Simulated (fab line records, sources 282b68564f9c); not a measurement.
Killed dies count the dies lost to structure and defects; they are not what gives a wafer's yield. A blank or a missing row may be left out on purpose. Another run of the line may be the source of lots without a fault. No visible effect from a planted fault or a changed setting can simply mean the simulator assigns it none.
fab line records | flow ritCmos
record: lots: 14 | wafers: 42 | lastDay: 8
route steps=202 shown ACTIVE@1 SILICIDE@164 CONTACT@176 M1@196
lots that met no fault: from a run of the same line without faults
startH: the number of hours between the record's first day and the start of the first shown wafer of the lot | waitH: hours from the lot's prior step to this one | " identical to the entry in the row above | L1.1+2: a single row standing in for several wafers | - no value, or no start was given | * or withheld: withheld | < > ~ a bound
route shown NAME@n: a module of which the file shows steps, and the number in the route of the first | usual: the fault-free wafers' mean and standard deviation | same: alike in all rows | chamber/n: place in a boat | sites: the reading at each site | _std_site: the standard deviation of these | _edge_site: the outer-site mean with the inner-site mean subtracted | radiusMm: for every site, how far away it sits from the centre of the wafer | mask NAME#n: copy n | behind: the most recent tool/chamber to have shaped the wafer | hold: why the lot was held/for how many hours/how that ended | device: transistor that didn't switch, given as n, p or np | end of line: at the end of the route, the tests of the same wafers | a step with no rows: only its recipe | killed: dies that structure and defects cost at the first sort, which is not the same as the wafer's yield | map: per-die view of a wafer (x killed, . not killed, _ where there is no die)
set.NAME: the setting the step ran with; set.NAME@STEP: the setting that earlier step ran with | model.NAME: the simulator's own value behind a step, which no gauge read
one table for each step of the route and one row for each wafer, over a sample of lots
services: from which hour (startH, from the record's first day; less than 0 if before it) a tool's chamber was out of use, for how many hours, and why
== steps ==
step: RIT_ACTIVE_BOW_MEAS_00
recipe: mode: bow
usual: INCOMING_BOW: -1/7.1
lot.wafer | tool         | chamber | startH | waitH | INCOMING_BOW[um]
L443.1    | filmMetro-03 | -       | 10.00  | -     | -10
L443.3    | "            | -       | "      | "     | 8
L443.6    | "            | -       | "      | "     | -3
L444.2    | filmMetro-02 | -       | 15.02  | -     | -2
L444.3    | "            | -       | "      | "     | -2
L444.6    | "            | -       | "      | "     | 16
L445.1    | filmMetro-02 | -       | 20.00  | -     | -3
L445.2    | "            | -       | "      | "     | -6
L445.4    | "            | -       | "      | "     | -6
L446.4    | filmMetro-02 | -       | 25.06  | -     | -3
L446.5    | "            | -       | "      | "     | -3
L446.6    | "            | -       | "      | "     | 0
L447.2    | filmMetro-02 | -       | 30.02  | -     | -5
L447.4    | "            | -       | "      | "     | 11
L447.5    | "            | -       | "      | "     | -5
L448.3    | filmMetro-01 | -       | 35.04  | -     | 19
L448.4    | "            | -       | "      | "     | -2
L448.6    | "            | -       | "      | "     | -7
L452.3    | filmMetro-02 | -       | 55.04  | -     | 6
L452.5    | "            | -       | "      | "     | 5
L452.6    | "            | -       | "      | "     | 10
L453.3    | filmMetro-01 | -       | 60.04  | -     | 6
L453.4    | "            | -       | "      | "     | 1
L453.6    | "            | -       | "      | "     | -10
L457.1    | filmMetro-02 | -       | 80.00  | -     | 4
L457.3    | "            | -       | "      | "     | 11
L457.5    | "            | -       | "      | "     | -7
L460.2    | filmMetro-03 | -       | 95.02  | -     | -1
L460.4    | "            | -       | "      | "     | -3
L460.6    | "            | -       | "      | "     | 1
L462.1    | filmMetro-03 | -       | 105.00 | -     | 1
L462.3    | "            | -       | "      | "     | 4
L462.6    | "            | -       | "      | "     | -6
L463.4    | filmMetro-01 | -       | 110.06 | -     | 4
L463.5    | "            | -       | "      | "     | 2
L463.6    | "            | -       | "      | "     | 8
L465.1    | filmMetro-01 | -       | 120.00 | -     | 2
L465.3    | "            | -       | "      | "     | -2
L465.4    | "            | -       | "      | "     | -3
L466.2    | filmMetro-03 | -       | 125.07 | -     | 12
L466.3    | "            | -       | "      | "     | -4
L466.6    | "            | -       | "      | "     | 5
step: RIT_SILICIDE_THK_MEAS_03
recipe: thkMeasGauge: xrf | reads: Ti_of_SILICIDE_SPUTTER_01
usual: SILICIDE_TI_THK: 30.3/0.31
lot.wafer | tool         | chamber | startH | waitH | SILICIDE_TI_THK[nm]
L443.1    | filmMetro-02 | -       | 58.67  | 0.1   | 30.2
L443.3    | "            | -       | "      | "     | 30.2
L443.6    | "            | -       | "      | "     | 30.3
L444.2    | filmMetro-03 | -       | 64.84  | 0.1   | 30.4
L444.3    | "            | -       | "      | "     | 30.4
L444.6    | "            | -       | "      | "     | 30.2
L445.1    | filmMetro-04 | -       | 70.79  | 0.1   | 30.4
L445.2    | "            | -       | "      | "     | 30.1
L445.4    | "            | -       | "      | "     | 30.4
L446.4    | filmMetro-04 | -       | 76.16  | 0.1   | 30.8
L446.5    | "            | -       | "      | "     | 31.1
L446.6    | "            | -       | "      | "     | 31.1
L447.2    | filmMetro-03 | -       | 86.19  | 0.1   | 30.2
L447.4    | "            | -       | "      | "     | 30.2
L447.5    | "            | -       | "      | "     | 30.1
L448.3    | filmMetro-03 | -       | 91.33  | 0.1   | 30.3
L448.4    | "            | -       | "      | "     | 30.4
L448.6    | "            | -       | "      | "     | 30.1
L452.3    | filmMetro-04 | -       | 105.08 | 0.1   | 30.9
L452.5    | "            | -       | "      | "     | 31.0
L452.6    | "            | -       | "      | "     | 30.6
L453.3    | filmMetro-04 | -       | 111.32 | 0.1   | 30.8
L453.4    | "            | -       | "      | "     | 30.7
L453.6    | "            | -       | "      | "     | 30.6
L457.1    | filmMetro-02 | -       | 126.87 | 0.1   | 30.2
L457.3    | "            | -       | "      | "     | 30.2
L457.5    | "            | -       | "      | "     | 29.8
L460.2    | filmMetro-03 | -       | 138.53 | 0.1   | 29.9
L460.4    | "            | -       | "      | "     | 30.1
L460.6    | "            | -       | "      | "     | 29.8
L462.1    | filmMetro-04 | -       | 151.39 | 0.1   | 30.0
L462.3    | "            | -       | "      | "     | 30.2
L462.6    | "            | -       | "      | "     | 29.8
L463.4    | filmMetro-04 | -       | 153.41 | 0.1   | 30.4
L463.5    | "            | -       | "      | "     | 30.6
L463.6    | "            | -       | "      | "     | 30.7
L465.1    | filmMetro-02 | -       | 167.05 | 0.1   | 30.4
L465.3    | "            | -       | "      | "     | 30.2
L465.4    | "            | -       | "      | "     | 30.6
L466.2    | filmMetro-04 | -       | 172.82 | 0.1   | 30.3
L466.3    | "            | -       | "      | "     | 30.4
L466.6    | "            | -       | "      | "     | 30.1
step: RIT_CONTACT_CD_MEAS_08
recipe: targetCdNm: 1000
usual: cdNm: 1000.1/2.3
lot.wafer | tool     | chamber | startH | waitH | cdNm
L443.1    | cdSem-01 | -       | 59.98  | -     | 1004.1
L443.3    | "        | -       | "      | "     | 1006.4
L443.6    | "        | -       | "      | "     | 1005.9
L444.2    | cdSem-01 | -       | 66.29  | -     | 999.8
L444.3    | "        | -       | "      | "     | 1000.0
L444.6    | "        | -       | "      | "     | 1000.0
L445.1    | cdSem-02 | -       | 72.10  | -     | 998.9
L445.2    | "        | -       | "      | "     | 998.4
L445.4    | "        | -       | "      | "     | 997.0
L446.4    | cdSem-02 | -       | 77.57  | -     | 997.6
L446.5    | "        | -       | "      | "     | 999.1
L446.6    | "        | -       | "      | "     | 998.5
L447.2    | cdSem-02 | -       | 87.58  | -     | 996.3
L447.4    | "        | -       | "      | "     | 999.1
L447.5    | "        | -       | "      | "     | 999.2
L448.3    | cdSem-02 | -       | 93.02  | -     | 997.2
L448.4    | "        | -       | "      | "     | 996.1
L448.6    | "        | -       | "      | "     | 998.9
L452.3    | cdSem-02 | -       | 106.62 | -     | 1003.7
L452.5    | "        | -       | "      | "     | 1002.5
L452.6    | "        | -       | "      | "     | 1004.4
L453.3    | cdSem-02 | -       | 112.71 | -     | 998.4
L453.4    | "        | -       | "      | "     | 998.0
L453.6    | "        | -       | "      | "     | 1000.0
L457.1    | cdSem-01 | -       | 128.18 | -     | 1001.7
L457.3    | "        | -       | "      | "     | 1000.2
L457.5    | "        | -       | "      | "     | 1000.8
L460.2    | cdSem-02 | -       | 139.98 | -     | 1002.7
L460.4    | "        | -       | "      | "     | 1005.2
L460.6    | "        | -       | "      | "     | 1003.8
L462.1    | cdSem-02 | -       | 152.71 | -     | 1001.6
L462.3    | "        | -       | "      | "     | 998.4
L462.6    | "        | -       | "      | "     | 999.3
L463.4    | cdSem-01 | -       | 154.75 | -     | 1001.9
L463.5    | "        | -       | "      | "     | 1001.8
L463.6    | "        | -       | "      | "     | 1000.5
L465.1    | cdSem-02 | -       | 168.48 | -     | 999.8
L465.3    | "        | -       | "      | "     | 1002.2
L465.4    | "        | -       | "      | "     | 999.8
L466.2    | cdSem-02 | -       | 174.30 | -     | 1002.5
L466.3    | "        | -       | "      | "     | 1002.5
L466.6    | "        | -       | "      | "     | 1001.4
step: RIT_M1_METAL_ETCH_12
recipe: stopOn: SiO2 | chemistry: Cl2/BCl3 | target: Al | timeS: 165 | overEtchFrac: 0.5 | pressureMtorr: 100 | targetDepthA: 6000 | rfW: 250 | Cl2_flow_sccm: 60 | bcl3FlowSccm: 50
usual: drypumpMotorCurrentA: 5.53/0.3 | oesProductAu: 0.781/0.014 | rfFwdPowerW: 249.0/0.74 | throttleValvePct: 8.23/0.07
same: timeS: 165
lot.wafer | tool        | chamber | startH | waitH | drypumpMotorCurrentA | oesProductAu | rfFwdPowerW | rfHoursCounterH | throttleValvePct
L443.1    | rieMetal-02 | 0       | 63.04  | 0.2   | 6.09                 | 0.785        | 249.5       | 35              | 8.11
L443.3    | "           | 0       | "      | "     | 6.02                 | 0.782        | 248.3       | -               | 8.12
L443.6    | "           | 0       | "      | "     | 6.03                 | 0.790        | 250.0       | -               | 8.14
L444.2    | rieMetal-01 | 0       | 69.44  | 0.2   | 5.55                 | 0.776        | 249.2       | 4               | 8.29
L444.3    | "           | 1       | "      | "     | 5.91                 | 0.779        | 249.9       | -               | 8.13
L444.6    | "           | 0       | "      | "     | 5.55                 | 0.771        | 249.4       | -               | 8.29
L445.1    | rieMetal-04 | 1       | 75.26  | 0.2   | 5.31                 | 0.792        | 249.0       | 2               | 8.27
L445.2    | "           | 0       | "      | "     | 5.36                 | 0.805        | 249.4       | 2               | 8.20
L445.4    | "           | 0       | "      | "     | 5.37                 | 0.803        | 249.3       | -               | 8.21
L446.4    | rieMetal-02 | 1       | 80.70  | 0.2   | 5.25                 | 0.786        | 249.6       | -               | 8.28
L446.5    | "           | 1       | "      | "     | 5.24                 | 0.782        | 248.6       | -               | 8.29
L446.6    | "           | 1       | "      | "     | 5.25                 | 0.780        | 249.6       | -               | 8.30
L447.2    | rieMetal-01 | 0       | 90.65  | 0.2   | 5.56                 | 0.771        | 248.9       | 4               | 8.29
L447.4    | "           | 0       | "      | "     | 5.57                 | 0.774        | 249.0       | -               | 8.28
L447.5    | "           | 0       | "      | "     | 5.56                 | 0.779        | 249.5       | -               | 8.30
L448.3    | rieMetal-04 | 1       | 96.45  | 0.2   | 5.30                 | 0.788        | 250.2       | -               | 8.25
L448.4    | "           | 0       | "      | "     | 5.37                 | 0.796        | 249.3       | -               | 8.20
L448.6    | "           | 1       | "      | "     | 5.28                 | 0.779        | 249.8       | -               | 8.27
L452.3    | rieMetal-01 | 0       | 109.58 | 0.2   | 5.56                 | 0.781        | 278.5       | -               | 8.30
L452.5    | "           | 1       | "      | "     | 5.95                 | 0.790        | 277.8       | -               | 8.14
L452.6    | "           | 0       | "      | "     | 5.56                 | 0.773        | 278.9       | -               | 8.29
L453.3    | rieMetal-01 | 1       | 115.77 | 0.2   | 5.97                 | 0.794        | 279.0       | -               | 8.13
L453.4    | "           | 0       | "      | "     | 5.55                 | 0.781        | 277.9       | -               | 8.28
L453.6    | "           | 1       | "      | "     | 5.96                 | 0.793        | 278.9       | -               | 8.12
L457.1    | rieMetal-02 | 0       | 131.12 | 0.2   | 6.04                 | 0.787        | 249.1       | 35              | 8.12
L457.3    | "           | 0       | "      | "     | 6.05                 | 0.794        | 249.3       | -               | 8.13
L457.5    | "           | 1       | "      | "     | 5.26                 | 0.779        | 249.3       | -               | 8.30
L460.2    | rieMetal-04 | 1       | 143.25 | 0.2   | 5.29                 | 0.787        | 248.2       | 3               | 8.27
L460.4    | "           | 0       | "      | "     | 5.34                 | 0.808        | 249.9       | -               | 8.21
L460.6    | "           | 1       | "      | "     | 5.32                 | 0.785        | 248.9       | -               | 8.27
L462.1    | rieMetal-04 | 0       | 155.67 | 0.2   | 5.32                 | 0.799        | 249.6       | 3               | 8.21
L462.3    | "           | 0       | "      | "     | 5.34                 | 0.806        | 250.1       | -               | 8.20
L462.6    | "           | 1       | "      | "     | 5.30                 | 0.790        | 250.6       | -               | 8.27
L463.4    | rieMetal-02 | 1       | 157.95 | 0.1   | 5.24                 | 0.765        | 250.0       | -               | 8.31
L463.5    | "           | 0       | "      | "     | 6.07                 | 0.750        | 247.9       | -               | 8.14
L463.6    | "           | 1       | "      | "     | 5.25                 | 0.762        | 249.3       | -               | 8.29
L465.1    | rieMetal-04 | 1       | 171.75 | 0.2   | 5.26                 | 0.795        | 248.1       | 3               | 8.25
L465.3    | "           | 0       | "      | "     | 5.34                 | 0.802        | 247.4       | -               | 8.22
L465.4    | "           | 1       | "      | "     | 5.26                 | 0.785        | 248.0       | -               | 8.27
L466.2    | rieMetal-02 | 0       | 177.49 | 0.2   | 6.10                 | 0.753        | 249.8       | 0               | 8.12
L466.3    | "           | 0       | "      | "     | 6.08                 | 0.761        | 249.2       | -               | 8.14
L466.6    | "           | 1       | "      | "     | 5.25                 | 0.769        | 249.5       | -               | 8.29
step: RIT_M1_PROBE_99
usual: defectLimitedYield: 97.3/1.1 | killedAtContacts: 0.1/0.37 | killedAtFrontEnd: 6.9/2.9 | killedDies: 7.1/2.9 | killedOpen: 3.3/1.8 | killedShort: 3.6/2.2 | sort_bin_3_pad_short: 0.2/0.25 | sort_bin_5_function: 1.4/0.75 | sort_bin_6_memory: 1.1/0.62 | sortNPass: 256.9/2.9 | sortYieldPct: 97.3/1.1
same: grossDies: 264 | killed_at_M0_to_M3: 0 | killed_at_M4_up: 0 | killedAtBackSide: 0 | killedAtOther: 0
lot.wafer | tool      | chamber | startH | waitH | defectLimitedYield[%] | killedAtContacts | killedAtFrontEnd | killedDies | killedOpen | killedShort | sort_bin_3_pad_short[%] | sort_bin_5_function[%] | sort_bin_6_memory[%] | sortNPass | sortYieldPct[%]
L443.1    | prober-01 | -       | 65.30  | 0.1   | 99.2                  | 0                | 2                | 2          | 1          | 1           | 0                       | 0.4                    | 0.4                  | 262.0     | 99.2
L443.3    | prober-01 | -       | 65.40  | 0.2   | 96.6                  | 0                | 9                | 9          | 3          | 6           | 0                       | 1.1                    | 2.3                  | 255.0     | 96.6
L443.6    | prober-01 | -       | 65.55  | 0.2   | 96.2                  | 0                | 10               | 10         | 6          | 4           | 0.8                     | 2.3                    | 0.8                  | 254.0     | 96.2
L444.2    | prober-02 | -       | 71.74  | 0.1   | 97.3                  | 0                | 7                | 7          | 3          | 4           | 0                       | 1.5                    | 1.1                  | 257.0     | 97.3
L444.3    | prober-02 | -       | 71.79  | 0.2   | 95.5                  | 0                | 12               | 12         | 4          | 8           | 0.4                     | 3.0                    | 1.1                  | 252.0     | 95.5
L444.6    | prober-02 | -       | 71.94  | 0.2   | 96.6                  | 0                | 9                | 9          | 2          | 7           | 0.4                     | 2.3                    | 0.8                  | 255.0     | 96.6
L445.1    | prober-01 | -       | 77.51  | 0.1   | 97.7                  | 0                | 6                | 6          | 4          | 2           | 0                       | 1.1                    | 1.1                  | 258.0     | 97.7
L445.2    | prober-01 | -       | 77.56  | 0.1   | 97.0                  | 0                | 8                | 8          | 4          | 4           | 0                       | 1.1                    | 1.9                  | 256.0     | 97.0
L445.4    | prober-01 | -       | 77.66  | 0.2   | 98.5                  | 0                | 4                | 4          | 3          | 1           | 0                       | 1.1                    | 0.4                  | 260.0     | 98.5
L446.4    | prober-02 | -       | 83.10  | 0.2   | 93.9                  | 0                | 16               | 16         | 5          | 11          | 0.4                     | 1.9                    | 3.8                  | 248.0     | 93.9
L446.5    | prober-02 | -       | 83.15  | 0.2   | 95.8                  | 0                | 11               | 11         | 7          | 4           | 0                       | 2.7                    | 1.5                  | 253.0     | 95.8
L446.6    | prober-02 | -       | 83.20  | 0.2   | 95.8                  | 0                | 11               | 11         | 6          | 5           | 0.4                     | 3.4                    | 0.4                  | 253.0     | 95.8
L447.2    | prober-01 | -       | 92.95  | 0.1   | 97.0                  | 0                | 8                | 8          | 2          | 6           | 0.8                     | 1.9                    | 0.4                  | 256.0     | 97.0
L447.4    | prober-01 | -       | 93.05  | 0.2   | 98.9                  | 0                | 3                | 3          | 2          | 1           | 0                       | 1.1                    | 0                    | 261.0     | 98.9
L447.5    | prober-01 | -       | 93.10  | 0.2   | 98.1                  | 0                | 5                | 5          | 2          | 3           | 0                       | 0.8                    | 1.1                  | 259.0     | 98.1
L448.3    | prober-02 | -       | 98.75  | 0.2   | 97.3                  | 0                | 7                | 7          | 2          | 5           | 0                       | 0.8                    | 1.9                  | 257.0     | 97.3
L448.4    | prober-02 | -       | 98.80  | 0.2   | 97.3                  | 0                | 7                | 7          | 2          | 5           | 0                       | 1.9                    | 0.8                  | 257.0     | 97.3
L448.6    | prober-02 | -       | 98.90  | 0.2   | 99.2                  | 0                | 2                | 2          | 1          | 1           | 0                       | 0                      | 0.8                  | 262.0     | 99.2
L452.3    | prober-02 | -       | 111.93 | 0.2   | 97.0                  | 1                | 7                | 8          | 5          | 2           | 0                       | 1.9                    | 1.1                  | 256.0     | 97.0
L452.5    | prober-02 | -       | 112.03 | 0.2   | 97.7                  | 0                | 6                | 6          | 2          | 4           | 0.4                     | 0.8                    | 1.1                  | 258.0     | 97.7
L452.6    | prober-02 | -       | 112.08 | 0.2   | 95.1                  | 1                | 12               | 13         | 6          | 6           | 0                       | 3.0                    | 1.9                  | 251.0     | 95.1
L453.3    | prober-01 | -       | 118.14 | 0.2   | 97.3                  | 0                | 7                | 7          | 4          | 3           | 0.4                     | 1.1                    | 1.1                  | 257.0     | 97.3
L453.4    | prober-01 | -       | 118.19 | 0.2   | 98.1                  | 0                | 5                | 5          | 4          | 1           | 0                       | 1.1                    | 0.8                  | 259.0     | 98.1
L453.6    | prober-01 | -       | 118.29 | 0.2   | 97.3                  | 0                | 7                | 7          | 4          | 3           | 0                       | 1.5                    | 1.1                  | 257.0     | 97.3
L457.1    | prober-01 | -       | 133.47 | 0.1   | 97.7                  | 0                | 6                | 6          | 4          | 2           | 0.4                     | 0.4                    | 1.5                  | 258.0     | 97.7
L457.3    | prober-01 | -       | 133.57 | 0.2   | 98.1                  | 0                | 5                | 5          | 1          | 4           | 0                       | 1.1                    | 0.8                  | 259.0     | 98.1
L457.5    | prober-01 | -       | 133.67 | 0.2   | 98.5                  | 0                | 4                | 4          | 2          | 2           | 0                       | 1.1                    | 0.4                  | 260.0     | 98.5
L460.2    | prober-02 | -       | 145.56 | 0.1   | 96.2                  | 0                | 10               | 10         | 5          | 4           | 0.8                     | 1.9                    | 1.1                  | 254.0     | 96.2
L460.4    | prober-02 | -       | 145.66 | 0.2   | 97.3                  | 0                | 7                | 7          | 3          | 4           | 0                       | 1.9                    | 0.8                  | 257.0     | 97.3
L460.6    | prober-02 | -       | 145.76 | 0.2   | 97.7                  | 0                | 6                | 6          | 1          | 5           | 0                       | 2.3                    | 0                    | 258.0     | 97.7
L462.1    | prober-02 | -       | 158.16 | 0.1   | 98.1                  | 0                | 5                | 5          | 2          | 3           | 0                       | 0.4                    | 1.5                  | 259.0     | 98.1
L462.3    | prober-02 | -       | 158.26 | 0.2   | 98.9                  | 0                | 3                | 3          | 1          | 2           | 0                       | 1.1                    | 0                    | 261.0     | 98.9
L462.6    | prober-02 | -       | 158.41 | 0.2   | 98.5                  | 1                | 3                | 4          | 2          | 1           | 0                       | 1.5                    | 0                    | 260.0     | 98.5
L463.4    | prober-01 | -       | 160.33 | 0.2   | 98.5                  | 0                | 4                | 4          | 1          | 3           | 0                       | 0.4                    | 1.1                  | 260.0     | 98.5
L463.5    | prober-01 | -       | 160.38 | 0.2   | 97.3                  | 0                | 7                | 7          | 3          | 4           | 0                       | 1.5                    | 1.1                  | 257.0     | 97.3
L463.6    | prober-01 | -       | 160.43 | 0.2   | 98.5                  | 0                | 4                | 4          | 3          | 1           | 0                       | 0.8                    | 0.8                  | 260.0     | 98.5
L465.1    | prober-01 | -       | 174.18 | 0.1   | 97.0                  | 0                | 8                | 8          | 8          | 0           | 0                       | 2.3                    | 0.8                  | 256.0     | 97.0
L465.3    | prober-01 | -       | 174.28 | 0.2   | 97.3                  | 1                | 6                | 7          | 2          | 5           | 0                       | 1.5                    | 1.1                  | 257.0     | 97.3
L465.4    | prober-01 | -       | 174.33 | 0.2   | 96.6                  | 0                | 9                | 9          | 4          | 5           | 0.4                     | 0.4                    | 2.7                  | 255.0     | 96.6
L466.2    | prober-02 | -       | 179.81 | 0.1   | 96.6                  | 0                | 9                | 9          | 2          | 7           | 0.4                     | 1.1                    | 1.9                  | 255.0     | 96.6
L466.3    | prober-02 | -       | 179.86 | 0.2   | 97.3                  | 0                | 7                | 7          | 4          | 3           | 0                       | 1.1                    | 1.5                  | 257.0     | 97.3
L466.6    | prober-02 | -       | 180.01 | 0.2   | 98.5                  | 0                | 4                | 4          | 2          | 2           | 0.4                     | 1.1                    | 0                    | 260.0     | 98.5
killed by level:class
L443.1 FOX1:geometricParticle:open=1 REOX:geometricParticle:short=1
L443.3 FOX2:geometricParticle:short=2 FOX1:geometricParticle:short=1 GATE:geometricParticle:open=1 REOX:geometricParticle:short=1 REOX:geometricParticle:open=1 SPACER:geometricParticle:short=1 SILICIDE:geometricParticle:open=1 SILICIDE:geometricParticle:short=1
L443.6 SILICIDE:geometricParticle:open=3 REOX:geometricParticle:open=2 SPACER:geometricParticle:short=2 FOX1:geometricParticle:open=1 FOX1:geometricParticle:short=1 SILICIDE:geometricParticle:short=1
L444.2 GATE:geometricParticle:short=3 GATE:geometricParticle:open=2 SPACER:geometricParticle:short=1 SILICIDE:geometricParticle:open=1
L444.3 GATE:geometricParticle:short=3 FOX2:geometricParticle:short=2 GATE:geometricParticle:open=2 FOX1:geometricParticle:short=1 REOX:geometricParticle:open=1 REOX:geometricParticle:short=1 SPACER:geometricParticle:open=1 SILICIDE:geometricParticle:short=1
L444.6 GATE:geometricParticle:short=5 GATE:geometricParticle:open=2 ACTIVE:geometricParticle:short=1 SILICIDE:geometricParticle:short=1
L445.1 GATE:geometricParticle:open=2 REOX:geometricParticle:short=1 SPACER:geometricParticle:short=1 SPACER:geometricParticle:open=1 SILICIDE:geometricParticle:open=1
L445.2 REOX:geometricParticle:short=3 GATE:geometricParticle:open=1 FOX2:geometricParticle:open=1 GATE:geometricParticle:short=1 SPACER:geometricParticle:open=1 SILICIDE:geometricParticle:open=1
L445.4 REOX:geometricParticle:open=2 GATE:geometricParticle:short=1 SILICIDE:geometricParticle:open=1
L446.4 REOX:geometricParticle:short=5 GATE:geometricParticle:short=2 GATE:geometricParticle:open=2 REOX:geometricParticle:open=2 SPACER:geometricParticle:short=2 FOX1:geometricParticle:open=1 FOX1:geometricParticle:short=1 FOX2:geometricParticle:short=1
L446.5 FOX1:geometricParticle:short=3 GATE:geometricParticle:open=3 REOX:geometricParticle:open=3 SILICIDE:geometricParticle:open=1 REOX:geometricParticle:short=1
L446.6 FOX1:geometricParticle:open=3 GATE:geometricParticle:short=2 REOX:geometricParticle:open=2 REOX:geometricParticle:short=2 FOX1:geometricParticle:short=1 GATE:geometricParticle:open=1
L447.2 GATE:geometricParticle:short=4 GATE:geometricParticle:open=2 FOX2:geometricParticle:short=1 SPACER:geometricParticle:short=1
L447.4 FOX1:geometricParticle:short=1 GATE:geometricParticle:open=1 REOX:geometricParticle:open=1
L447.5 GATE:geometricParticle:short=3 FOX1:geometricParticle:open=1 REOX:geometricParticle:open=1
L448.3 GATE:geometricParticle:short=2 FOX1:geometricParticle:short=1 FOX2:geometricParticle:open=1 REOX:geometricParticle:short=1 REOX:geometricParticle:open=1 SPACER:geometricParticle:short=1
L448.4 GATE:geometricParticle:short=2 REOX:geometricParticle:short=2 GATE:geometricParticle:open=1 REOX:geometricParticle:open=1 SILICIDE:geometricParticle:short=1
L448.6 FOX1:geometricParticle:short=1 REOX:geometricParticle:open=1
L452.3 FOX1:geometricParticle:open=2 GATE:geometricParticle:open=2 FOX1:geometricParticle:short=1 CONTACT:coatMicrobubblePrinted=1 GATE:geometricParticle:short=1 REOX:geometricParticle:open=1
L452.5 FOX1:geometricParticle:short=1 FOX1:geometricParticle:open=1 GATE:geometricParticle:short=1 GATE:geometricParticle:open=1 REOX:geometricParticle:short=1 SPACER:geometricParticle:short=1
L452.6 FOX1:geometricParticle:short=3 GATE:geometricParticle:short=2 FOX1:geometricParticle:open=1 FOX2:geometricParticle:open=1 GATE:geometricParticle:open=1 REOX:geometricParticle:short=1 REOX:geometricParticle:open=1 SPACER:geometricParticle:open=1
L453.3 FOX2:geometricParticle:short=2 FOX2:geometricParticle:open=2 GATE:geometricParticle:short=1 GATE:geometricParticle:open=1 REOX:geometricParticle:open=1
L453.4 REOX:geometricParticle:open=2 FOX2:geometricParticle:open=1 GATE:geometricParticle:open=1 REOX:geometricParticle:short=1
L453.6 FOX1:geometricParticle:open=2 FOX2:geometricParticle:short=2 FOX1:geometricParticle:short=1 REOX:geometricParticle:open=1 SILICIDE:geometricParticle:open=1
L457.1 GATE:geometricParticle:open=3 FOX2:geometricParticle:short=2 FOX2:geometricParticle:open=1
L457.3 FOX2:geometricParticle:short=3 REOX:geometricParticle:open=1 REOX:geometricParticle:short=1
L457.5 GATE:geometricParticle:open=2 SPACER:geometricParticle:short=2
L460.2 GATE:geometricParticle:open=4 FOX1:geometricParticle:short=2 GATE:geometricParticle:short=2 SILICIDE:geometricParticle:open=1 PWELL:coatMicrobubblePrinted=1
L460.4 GATE:geometricParticle:short=3 GATE:geometricParticle:open=2 FOX1:geometricParticle:open=1 REOX:geometricParticle:short=1
L460.6 GATE:geometricParticle:short=3 FOX1:geometricParticle:short=1 GATE:geometricParticle:open=1 REOX:geometricParticle:short=1
L462.1 REOX:geometricParticle:short=2 FOX2:geometricParticle:open=1 GATE:geometricParticle:open=1 GATE:geometricParticle:short=1
L462.3 FOX1:geometricParticle:short=1 GATE:geometricParticle:open=1 SILICIDE:geometricParticle:short=1
L462.6 FOX1:geometricParticle:short=1 REOX:geometricParticle:open=1 SILICIDE:geometricParticle:open=1 CONTACT:coatMicrobubblePrinted=1
L463.4 FOX2:geometricParticle:short=2 FOX1:geometricParticle:open=1 GATE:geometricParticle:short=1
L463.5 FOX2:geometricParticle:short=2 FOX2:geometricParticle:open=2 REOX:geometricParticle:short=1 SPACER:geometricParticle:short=1 SPACER:geometricParticle:open=1
L463.6 SPACER:geometricParticle:open=2 FOX1:geometricParticle:short=1 FOX1:geometricParticle:open=1
L465.1 REOX:geometricParticle:open=4 GATE:geometricParticle:open=3 FOX1:geometricParticle:open=1
L465.3 GATE:geometricParticle:short=2 SILICIDE:geometricParticle:short=2 REOX:geometricParticle:short=1 SPACER:geometricParticle:open=1 CONTACT:geometricParticle:open=1
L465.4 FOX1:geometricParticle:short=2 GATE:geometricParticle:short=2 GATE:geometricParticle:open=2 FOX2:geometricParticle:short=1 SPACER:geometricParticle:open=1 SILICIDE:geometricParticle:open=1
L466.2 FOX1:geometricParticle:short=3 GATE:geometricParticle:short=3 GATE:geometricParticle:open=2 REOX:geometricParticle:short=1
L466.3 GATE:geometricParticle:open=3 GATE:geometricParticle:short=3 FOX2:geometricParticle:open=1
L466.6 REOX:geometricParticle:short=2 GATE:geometricParticle:open=1 SPACER:geometricParticle:open=1
== services ==
tool        | chamber | startH | hours | kind
rieMetal-04 | -       | 55.02  | 14.6  | pm
rieMetal-02 | 0       | 77.82  | 49.2  | repair
rieMetal-04 | -       | 99.07  | 21.9  | repair
rieMetal-02 | 1       | 113.30 | 3.3   | repair
rieMetal-01 | 1       | 132.65 | 2.8   | repair
rieMetal-02 | -       | 136.12 | 20.0  | pm
rieMetal-02 | 0       | 136.12 | 20.0  | ventCycle
rieMetal-02 | 1       | 136.12 | 20.0  | ventCycle
rieMetal-02 | -       | 156.12 | 1.4   | pm
rieMetal-02 | 0       | 156.12 | -     | clean
rieMetal-02 | 1       | 156.12 | -     | clean
== key ==
firstSign: step: RIT_M1_METAL_ETCH_12 | reading: rfFwdPowerW | direction: up | sigmas: 40 | usual: 249.0 | struck: 278.5
effect none on later readings
metAt RIT_M1_METAL_ETCH_12
struckLots L452,L453
notActingAt RIT_ACTIVE_BOW_MEAS_00,RIT_SILICIDE_THK_MEAS_03,RIT_CONTACT_CD_MEAS_08
onsetBetween 90.65 109.58
fault: kind: processParameterDrift | tool: rieMetal-01 | chamber: - | onsetH: 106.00 | steps: RIT_M1_METAL_ETCH_12 | channel: rfW | offset: 30 | shape: step | endH: 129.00 | stated: 250
